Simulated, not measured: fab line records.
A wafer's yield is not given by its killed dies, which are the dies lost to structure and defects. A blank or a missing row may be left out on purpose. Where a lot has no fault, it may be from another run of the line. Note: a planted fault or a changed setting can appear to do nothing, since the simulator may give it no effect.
A single fault, viewed from 2 desks + flow berkeley-cmos170 + every desk sees just its own numbers, and what lay behind them comes last

## AT THE METROLOGY DESK
What the gauges read for every lot (on any tool): the sampled wafers with a number, averaged. If a lot's mean is further than 4 standard deviations from the usual mean, the lot is out of limits and carries the mark OUT (the distance appears in the brackets).
Columns: A = V1_OVL at UCB170_V1_OVL_MEAS_13, usual -1 nm; B = cd-nm at UCB170_M2_CD_MEAS_15, usual 699.8 nm; C = cd-nm at UCB170_M2_CD_MEAS_90, usual 699 nm
| lot  | first seen here | A  | B               | C             |
|------|-----------------|----|-----------------|---------------|
| L846 | day 8 15:28     | 10 | 700.3           | 700           |
| L845 | day 8 21:21     | -0 | 698.8           | 698           |
| L850 | day 9 08:25     | 0  | 698.8           | 693           |
| L848 | day 9 12:50     | 9  | 701.0           | 698           |
| L849 | day 9 14:40     | -4 | 699.3           | 697           |
| L847 | day 9 14:45     | -3 | 699.1           | 698           |
| L852 | day 10 04:28    | 5  | 702.1           | 702           |
| L851 | day 10 04:44    | -1 | 700.0           | 699           |
| L853 | day 10 09:27    | 1  | 699.6           | 698           |
| L855 | day 10 17:16    | -5 | 700.2           | 699           |
| L858 | day 11 03:17    | 4  | 699.0           | 699           |
| L859 | day 11 16:16    | -9 | 744.6 (+37) OUT | 748 (+14) OUT |
| L861 | day 12 09:10    | -5 | 745.1 (+38) OUT | 742 (+12) OUT |
| L863 | day 12 09:31    | -6 | 698.4           | 699           |
This desk's verdict: out of limits on L859, L861, starting with L859 at day 11 19:53 (cd-nm at UCB170_M2_CD_MEAS_15). L846, L845, L850, L848, L849, L847, L852, L851, L853, L855, L858, L863 stayed within limits.

## AT THE TOOL OWNER'S DESK: litho-track-01
The tool's own readings at UCB170_M2_PEB_13, given as means over the sampled wafers that have a number, one for each lot that went through this tool. If a lot's mean is further than 4 standard deviations from the usual mean, the lot is out of limits and carries the mark OUT (the distance appears in the brackets).
Columns: A = heater-power-total-W at UCB170_M2_PEB_13, usual 56.80 W; B = plate-temp-C at UCB170_M2_PEB_13, usual 130.02 C
| lot  | first seen here | A               | B                |
|------|-----------------|-----------------|------------------|
| L846 | day 8 19:30     | 56.82           | 130.06           |
| L845 | day 9 00:33     | 56.82           | 130.03           |
| L850 | day 9 10:29     | 56.79           | 129.90           |
| L848 | day 9 15:22     | 56.78           | 129.95           |
| L852 | day 10 06:34    | 56.80           | 129.94           |
| L853 | day 10 12:50    | 56.80           | 130.03           |
| L858 | day 11 05:20    | 56.79           | 130.30           |
| L859 | day 11 19:37    | 53.71 (-73) OUT | 124.72 (-38) OUT |
| L861 | day 12 14:04    | 53.72 (-73) OUT | 124.75 (-38) OUT |
This desk's verdict: out of limits on L859, L861, starting with L859 at day 11 19:37 (heater-power-total-W at UCB170_M2_PEB_13). L846, L845, L850, L848, L852, L853, L858 stayed within limits.

## TAKEN TOGETHER
On L859, L861, at day 11 19:37, an alarm was possible from the tool owner's desk.
Metrology desk: alarm possible at day 11 19:53 on L859, L861.
All the named lots went through UCB170_M2_PEB_13 on litho-track-01.

## WHAT HAD BEEN PUT IN BY THE SIMULATOR
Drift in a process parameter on litho-track-01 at UCB170_M2_PEB_13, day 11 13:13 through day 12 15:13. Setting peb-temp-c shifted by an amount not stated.
Struck lots among those shown: L859, L861.
Counting hours from when the fault started, the first reading out of limits came at 6 for the tool owner's desk and at 7 for the metrology desk.
